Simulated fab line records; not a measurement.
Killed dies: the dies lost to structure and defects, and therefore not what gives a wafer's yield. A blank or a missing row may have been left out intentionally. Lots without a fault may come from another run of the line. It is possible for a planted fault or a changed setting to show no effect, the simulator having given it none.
fab line records / flow ritCmos
[record] lots = 16 wafers = 48 lastDay = 7
route steps=202 shown PLDD@117 M1@202
lots with no fault: from the same line, run without faults
startH: the number of hours between the record's first day and the start of the first shown wafer of the lot / waitH: hours from the lot's prior step to this one / " same as the row above / L1.1+2: a single row standing in for several wafers / - no value, or no start given / * or withheld: withheld / < > ~ a bound
route shown NAME@n: names a module that has steps shown in the file, with the first one's number in the route / usual: mean/standard deviation of fault-free wafers / same: alike in all rows / chamber/n: place in a boat / sites: readings site by site / _std_site: the standard deviation of these / _edge_site: outer sites' mean less inner sites' / radiusMm: how far each site lies from the wafer's centre / mask NAME#n: copy n / behind: the tool/chamber that last shaped the wafer / hold: what put the lot on hold/how long, in hours/how the hold closed / device: which transistor (n, p or np) failed to switch / end of line: tests run on the same wafers once the route is complete / a step with no rows: only its recipe / killed: at the first sort, the dies lost to defects and structure; wafer yield is something else / map: a wafer's dies, marking killed ones x, the rest . and places with no die _
set.NAME: the run value of the setting; set.NAME@STEP: its run value at that earlier step / model.NAME: the simulator's own value behind a step, which no gauge read
a sample of lots followed through the steps of the route, with each step as a table and each wafer as a row
services: the hour from which a tool's chamber was out of use, counted from the record's first day as startH (under 0 if before that day), plus the number of hours and why
[[steps]]
[step RIT_PLDD_EXPOSE_03]
[recipe] maskId = M8 na = 0.57 targetCdNm = 40900 doseMj = 250
lot.wafer=L919.2+4+5 tool=ilineStepper-02 chamber=0 startH=43.27 waitH=0.1 mask=M8#0
lot.wafer=L921.2+5+6 tool=ilineStepper-02 chamber=0 startH=58.50 waitH=0.2 mask=M8#0
lot.wafer=L923.3+4+5 tool=ilineStepper-02 chamber=0 startH=68.47 waitH=0.1 mask=M8#0
lot.wafer=L926.1+4+6 tool=ilineStepper-01 chamber=0 startH=85.93 waitH=0.2 mask=M8#0
lot.wafer=L927.1+4+6 tool=ilineStepper-01 chamber=0 startH=88.48 waitH=0.1 mask=M8#0
lot.wafer=L928.2+5+6 tool=ilineStepper-02 chamber=0 startH=89.69 waitH=0.2 mask=M8#0
lot.wafer=L929.1+5+6 tool=ilineStepper-01 chamber=0 startH=98.20 waitH=0.2 mask=M8#0
lot.wafer=L930.1+4+6 tool=ilineStepper-02 chamber=0 startH=102.77 waitH=0.5 mask=M8#0
lot.wafer=L933.3+4+5 tool=ilineStepper-01 chamber=0 startH=118.47 waitH=0.2 mask=M8#0
lot.wafer=L934.3+4+6 tool=ilineStepper-02 chamber=0 startH=123.74 waitH=0.2 mask=M8#0
lot.wafer=L936.1+5+6 tool=ilineStepper-02 chamber=0 startH=131.88 waitH=0.2 mask=M8#0
lot.wafer=L937.1+2+6 tool=ilineStepper-02 chamber=0 startH=134.18 waitH=0.1 mask=M8#0
lot.wafer=L939.1+2+4 tool=ilineStepper-01 chamber=0 startH=146.83 waitH=0.1 mask=M8#0
lot.wafer=L940.3+4+5 tool=ilineStepper-02 chamber=0 startH=149.41 waitH=0.2 mask=M8#0
lot.wafer=L941.2+3+5 tool=ilineStepper-01 chamber=0 startH=154.78 waitH=0.2 mask=M8#0
lot.wafer=L942.3+5+6 tool=ilineStepper-01 chamber=0 startH=162.04 waitH=0.2 mask=M8#0
[step RIT_PLDD_OVL_MEAS_06]
[usual] PLDD_OVL = 1.2/1.5
lot.wafer=L919.2 tool=overlay-02 chamber=- startH=43.66 waitH=- PLDD_OVL[nm]=2.7
lot.wafer=L919.4 tool=overlay-02 chamber=- startH=43.66 waitH=- PLDD_OVL[nm]=2.2
lot.wafer=L919.5 tool=overlay-02 chamber=- startH=43.66 waitH=- PLDD_OVL[nm]=0.4
lot.wafer=L921.2 tool=overlay-02 chamber=- startH=58.89 waitH=- PLDD_OVL[nm]=1.1
lot.wafer=L921.5 tool=overlay-02 chamber=- startH=58.89 waitH=- PLDD_OVL[nm]=3.1
lot.wafer=L921.6 tool=overlay-02 chamber=- startH=58.89 waitH=- PLDD_OVL[nm]=0.5
lot.wafer=L923.3 tool=overlay-01 chamber=- startH=68.84 waitH=- PLDD_OVL[nm]=3.2
lot.wafer=L923.4 tool=overlay-01 chamber=- startH=68.84 waitH=- PLDD_OVL[nm]=3.7
lot.wafer=L923.5 tool=overlay-01 chamber=- startH=68.84 waitH=- PLDD_OVL[nm]=1.3
lot.wafer=L926.1 tool=overlay-02 chamber=- startH=86.33 waitH=- PLDD_OVL[nm]=3.1
lot.wafer=L926.4 tool=overlay-02 chamber=- startH=86.33 waitH=- PLDD_OVL[nm]=1.0
lot.wafer=L926.6 tool=overlay-02 chamber=- startH=86.33 waitH=- PLDD_OVL[nm]=1.2
lot.wafer=L927.1 tool=overlay-01 chamber=- startH=88.88 waitH=- PLDD_OVL[nm]=0.4
lot.wafer=L927.4 tool=overlay-01 chamber=- startH=88.88 waitH=- PLDD_OVL[nm]=0.1
lot.wafer=L927.6 tool=overlay-01 chamber=- startH=88.88 waitH=- PLDD_OVL[nm]=-0.1
lot.wafer=L928.2 tool=overlay-02 chamber=- startH=90.07 waitH=- PLDD_OVL[nm]=1.5
lot.wafer=L928.5 tool=overlay-02 chamber=- startH=90.07 waitH=- PLDD_OVL[nm]=2.0
lot.wafer=L928.6 tool=overlay-02 chamber=- startH=90.07 waitH=- PLDD_OVL[nm]=2.4
lot.wafer=L929.1 tool=overlay-01 chamber=- startH=98.60 waitH=- PLDD_OVL[nm]=1.6
lot.wafer=L929.5 tool=overlay-01 chamber=- startH=98.60 waitH=- PLDD_OVL[nm]=-0.1
lot.wafer=L929.6 tool=overlay-01 chamber=- startH=98.60 waitH=- PLDD_OVL[nm]=0.4
lot.wafer=L930.1 tool=overlay-01 chamber=- startH=103.17 waitH=- PLDD_OVL[nm]=1.3
lot.wafer=L930.4 tool=overlay-01 chamber=- startH=103.17 waitH=- PLDD_OVL[nm]=0.3
lot.wafer=L930.6 tool=overlay-01 chamber=- startH=103.17 waitH=- PLDD_OVL[nm]=3.6
lot.wafer=L933.3 tool=overlay-01 chamber=- startH=118.84 waitH=- PLDD_OVL[nm]=3.0
lot.wafer=L933.4 tool=overlay-01 chamber=- startH=118.84 waitH=- PLDD_OVL[nm]=2.0
lot.wafer=L933.5 tool=overlay-01 chamber=- startH=118.84 waitH=- PLDD_OVL[nm]=-0.8
lot.wafer=L934.3 tool=overlay-02 chamber=- startH=124.16 waitH=- PLDD_OVL[nm]=242.6
lot.wafer=L934.4 tool=overlay-02 chamber=- startH=124.16 waitH=- PLDD_OVL[nm]=243.5
lot.wafer=L934.6 tool=overlay-02 chamber=- startH=124.16 waitH=- PLDD_OVL[nm]=243.7
lot.wafer=L936.1 tool=overlay-01 chamber=- startH=132.28 waitH=- PLDD_OVL[nm]=243.9
lot.wafer=L936.5 tool=overlay-01 chamber=- startH=132.28 waitH=- PLDD_OVL[nm]=242.1
lot.wafer=L936.6 tool=overlay-01 chamber=- startH=132.28 waitH=- PLDD_OVL[nm]=242.0
lot.wafer=L937.1 tool=overlay-02 chamber=- startH=134.58 waitH=- PLDD_OVL[nm]=240.4
lot.wafer=L937.2 tool=overlay-02 chamber=- startH=134.58 waitH=- PLDD_OVL[nm]=242.2
lot.wafer=L937.6 tool=overlay-02 chamber=- startH=134.58 waitH=- PLDD_OVL[nm]=240.6
lot.wafer=L939.1 tool=overlay-01 chamber=- startH=147.23 waitH=- PLDD_OVL[nm]=-2.5
lot.wafer=L939.2 tool=overlay-01 chamber=- startH=147.23 waitH=- PLDD_OVL[nm]=-1.2
lot.wafer=L939.4 tool=overlay-01 chamber=- startH=147.23 waitH=- PLDD_OVL[nm]=-0.5
lot.wafer=L940.3 tool=overlay-02 chamber=- startH=149.79 waitH=- PLDD_OVL[nm]=242.1
lot.wafer=L940.4 tool=overlay-02 chamber=- startH=149.79 waitH=- PLDD_OVL[nm]=243.0
lot.wafer=L940.5 tool=overlay-02 chamber=- startH=149.79 waitH=- PLDD_OVL[nm]=243.5
lot.wafer=L941.2 tool=overlay-01 chamber=- startH=155.17 waitH=- PLDD_OVL[nm]=2.6
lot.wafer=L941.3 tool=overlay-01 chamber=- startH=155.17 waitH=- PLDD_OVL[nm]=3.8
lot.wafer=L941.5 tool=overlay-01 chamber=- startH=155.17 waitH=- PLDD_OVL[nm]=3.1
lot.wafer=L942.3 tool=overlay-01 chamber=- startH=162.42 waitH=- PLDD_OVL[nm]=-0.5
lot.wafer=L942.5 tool=overlay-01 chamber=- startH=162.42 waitH=- PLDD_OVL[nm]=0.0
lot.wafer=L942.6 tool=overlay-01 chamber=- startH=162.42 waitH=- PLDD_OVL[nm]=0.2
[step RIT_M1_PROBE_99]
[usual] killedAtContacts = 0.1/0.25 killedAtFrontEnd = 6/3.1 killedDies = 6/3.1 killedOpen = 2.9/2 killedShort = 3.3/2
[same] grossDies = 264 killed_at_M0_to_M3 = 0 killed_at_M4_up = 0 killedAtBackSide = 0 killedAtOther = 0
lot.wafer=L921.2 tool=prober-02 chamber=- startH=73.27 waitH=0.1 killedAtContacts=0 killedAtFrontEnd=13 killedDies=13 killedOpen=3 killedShort=10
lot.wafer=L921.5 tool=prober-02 chamber=- startH=73.42 waitH=0.2 killedAtContacts=0 killedAtFrontEnd=8 killedDies=8 killedOpen=3 killedShort=5
lot.wafer=L921.6 tool=prober-02 chamber=- startH=73.47 waitH=0.2 killedAtContacts=0 killedAtFrontEnd=7 killedDies=7 killedOpen=5 killedShort=2
lot.wafer=L933.3 tool=prober-02 chamber=- startH=133.02 waitH=0.2 killedAtContacts=0 killedAtFrontEnd=4 killedDies=4 killedOpen=2 killedShort=2
lot.wafer=L933.4 tool=prober-02 chamber=- startH=133.07 waitH=0.2 killedAtContacts=0 killedAtFrontEnd=13 killedDies=13 killedOpen=4 killedShort=9
lot.wafer=L933.5 tool=prober-02 chamber=- startH=133.12 waitH=0.2 killedAtContacts=0 killedAtFrontEnd=10 killedDies=10 killedOpen=6 killedShort=4
// killed by level:class
L921.2 GATE:geometricParticle:short=4 SILICIDE:geometricParticle:short=3 FOX2:geometricParticle:short=2 GATE:geometricParticle:open=2 REOX:geometricParticle:short=1 SPACER:geometricParticle:open=1
L921.5 FOX2:geometricParticle:short=3 FOX2:geometricParticle:open=2 GATE:geometricParticle:short=1 GATE:geometricParticle:open=1 SPACER:geometricParticle:short=1
L921.6 GATE:geometricParticle:open=3 FOX2:geometricParticle:open=2 SPACER:geometricParticle:short=1 SILICIDE:geometricParticle:short=1
L933.3 FOX1:geometricParticle:open=1 GATE:geometricParticle:short=1 SPACER:geometricParticle:open=1 SPACER:geometricParticle:short=1
L933.4 SPACER:geometricParticle:short=4 SILICIDE:geometricParticle:short=2 FOX1:geometricParticle:short=1 FOX1:geometricParticle:open=1 FOX2:geometricParticle:short=1 FOX2:geometricParticle:open=1 GATE:geometricParticle:open=1 REOX:geometricParticle:short=1
L933.5 GATE:geometricParticle:short=2 GATE:geometricParticle:open=2 REOX:geometricParticle:open=2 FOX1:geometricParticle:short=1 REOX:geometricParticle:short=1 SPACER:geometricParticle:open=1 SILICIDE:geometricParticle:open=1
[[services]]
tool=ilineStepper-02 chamber=- startH=30.82 hours=2.1 kind=pm
tool=ilineStepper-02 chamber=- startH=32.91 hours=- kind=consumableReplace:lamp
tool=ilineStepper-01 chamber=- startH=101.83 hours=2.6 kind=repair
tool=ilineStepper-02 chamber=- startH=104.42 hours=1.7 kind=pm
tool=ilineStepper-01 chamber=- startH=122.23 hours=1.7 kind=pm
tool=ilineStepper-02 chamber=0 startH=147.76 hours=- kind=calibration
[[key]]
[firstSign] step = RIT_PLDD_OVL_MEAS_06 reading = PLDD_OVL direction = up sigmas = 99+ usual = 1.2 struck = 242.5
effect none on later readings
metAt RIT_PLDD_EXPOSE_03
struckLots L934,L936,L937,L940
testerLeftOut L934,L936,L937,L940
onsetBetween 102.77 123.74
[fault] kind = scannerMatchingOverlay tool = ilineStepper-02 chamber = - onsetH = 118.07 steps = RIT_PLDD_EXPOSE_03 offset = 240
// testerLeftOut: of these lots the tester's yield and bins aren't shown, on N5 and GAA mostly nor the transistor test; their killed dies are dies lost to structure and defects alone, not to doping, threshold or leakage, so they don't give the yield
